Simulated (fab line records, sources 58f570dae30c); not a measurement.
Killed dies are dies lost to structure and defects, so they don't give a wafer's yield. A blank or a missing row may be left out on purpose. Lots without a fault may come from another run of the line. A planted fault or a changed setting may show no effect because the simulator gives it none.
Which tool did it? | flow berkeley_cmos170 | 7 lots, 21 wafers sampled, at 1 step of a route of 331

WHAT THE GAUGES READ, wafer by wafer
UCB170_PWELL_THK_MEAS_03.
lot  | measured    | on            | PWELL_OXIDE_THK (nm)
L960 | day 3 12:53 | film_metro-02 | 26.7 26.2 26.1
L963 | day 4 03:21 | film_metro-02 | 26.2 25.7 26.1
L964 | day 4 16:23 | film_metro-02 | 26.6 26.5 26.2
L968 | day 5 10:32 | film_metro-03 | 25.7 25.4 26.1
L978 | day 7 09:22 | film_metro-03 | 26.6 26.0 26.3
L977 | day 7 09:23 | film_metro-01 | 26.6 27.0 26.6
L980 | day 7 23:23 | film_metro-01 | 27.0 26.8 26.4

WHICH TOOL RAN EACH LOT (tool, then ch and the chambers of the sampled wafers, then the start)
The record holds no process step before these readings.

THE ANSWER, worked out from the rows above alone
Rule: what is usual is taken from the lots themselves. Put in order of their means at a reading, lots are off if they are a third of the lots or fewer, leave a main group of 4 or more, and stand apart from it by a gap of 3 or more times the standard deviation of the main group's means; of several such gaps the widest counts. A main group whose means are all the same, to the digits that the tables above print for the reading, isn't used. A lot without any number at a reading at which 4 lots or more have one is off too. The other lots that the step has rows for count as sound.
No lot is off at any reading shown: from this, nothing can be told.

WHAT THE SIMULATOR HAD PUT IN
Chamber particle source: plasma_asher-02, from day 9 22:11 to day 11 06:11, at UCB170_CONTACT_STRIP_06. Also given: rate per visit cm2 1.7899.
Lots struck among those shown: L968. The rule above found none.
